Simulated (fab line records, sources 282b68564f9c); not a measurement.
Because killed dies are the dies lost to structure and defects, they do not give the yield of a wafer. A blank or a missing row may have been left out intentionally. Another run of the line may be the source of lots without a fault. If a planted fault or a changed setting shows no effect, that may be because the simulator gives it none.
One fault through the eyes of 2 desks ; flow rit_cmos ; only its own numbers are on each desk; what lay behind them is given at the end

AT THE METROLOGY DESK
Means of the sampled wafers that have a number, per lot and without regard to the tool the lot ran on: this is what the gauges read. Marked OUT: a lot whose mean sits more than 4 standard deviations from the usual mean, which makes it out of limits; the brackets give that distance.
Columns: A = FIELD_OXIDE_LEFT_2_THK at RIT_FOX2_THK_MEAS_91, usual 257 nm; B = NSD_TW at RIT_NSD_TW_MEAS_10, usual 3110; C = NSD_RS at RIT_SDANNEAL_RS_MEAS_05, usual 84.60 ohm/sq; D = M1_OVL at RIT_M1_OVL_MEAS_10, usual -0.7 nm
lot;first seen here;A;B;C;D
L381;day 2 16:57;243;3102;84.96;-2.3
L383;day 2 23:01;255;3190;74.76 (-38) OUT;-2.4
L384;day 3 01:32;246;3268 (+6.3) OUT;74.97 (-37) OUT;-0.9
L385;day 3 13:02;248;3102;84.48;-1.7
L386;day 3 15:17;251;3096;84.52;-1.0
L387;day 3 15:36;258;3253 (+5.7) OUT;74.77 (-38) OUT;-0.9
L393;day 4 21:44;253;3107;84.46;-0.6
L394;day 5 03:10;268;3067;84.65;-1.9
L395;day 5 08:35;252;3082;84.44;-0.1
L397;day 5 17:37;261;3099;84.43;-1.9
L400;day 6 11:39;268;3156;84.76;-1.5
L401;day 6 17:16;247;3106;84.45;-0.3
L402;day 7 02:30;251;3105;84.62;-0.5
L403;day 7 07:26;259;3102;84.44;0.0
L404;day 7 11:55;256;3099;84.33;-1.5
Finding of this desk: L383, L384, L387 out of limits, first seen on L383 at day 3 16:53 (NSD_RS at RIT_SDANNEAL_RS_MEAS_05). L381, L385, L386, L393, L394, L395, L397, L400, L401, L402, L403, L404 stayed within limits.

AT THE TOOL OWNER'S DESK: implanter-03
The tool's own readings at RIT_NSD_IMPLANT_08: means of the sampled wafers that have a number, for each lot that ran on this tool. Marked OUT: a lot whose mean sits more than 4 standard deviations from the usual mean, which makes it out of limits; the brackets give that distance.
Columns: A = dose_ions_cm2 at RIT_NSD_IMPLANT_08, usual 1e+15; B = faraday_current_uA at RIT_NSD_IMPLANT_08, usual 3130
lot;first seen here;A;B
L381;day 3 09:57;1e+15;3143
L383;day 3 14:14;1e+15 (+99 or more) OUT;3588 (+7.9) OUT
L384;day 3 18:43;1e+15 (+99 or more) OUT;3645 (+8.9) OUT
L387;day 4 08:20;1e+15 (+99 or more) OUT;3623 (+8.5) OUT
L401;day 7 13:19;1e+15;3143
L402;day 7 20:15;1e+15;3108
L403;day 8 05:28;1e+15;3140
This desk finds L383, L384, L387 out of limits, L383 being first, at day 3 14:14 (dose_ions_cm2 at RIT_NSD_IMPLANT_08). L381, L401, L402, L403 stayed within limits.

ALL TOGETHER
At day 3 14:14, on L383, L384, L387, the tool owner's desk was in a position to raise an alarm.
An alarm was possible from the metrology desk at day 3 16:53, on L383, L384, L387.
On implanter-03, each named lot ran RIT_NSD_IMPLANT_08.

WHAT HAD BEEN PUT IN BY THE SIMULATOR
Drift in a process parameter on implanter-03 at RIT_NSD_IMPLANT_08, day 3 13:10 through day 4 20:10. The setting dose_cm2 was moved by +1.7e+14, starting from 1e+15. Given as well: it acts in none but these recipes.
Struck lots among those shown: L383, L384, L387.
Counting hours from when the fault started, the first reading out of limits came at 1 for the tool owner's desk and at 4 for the metrology desk.
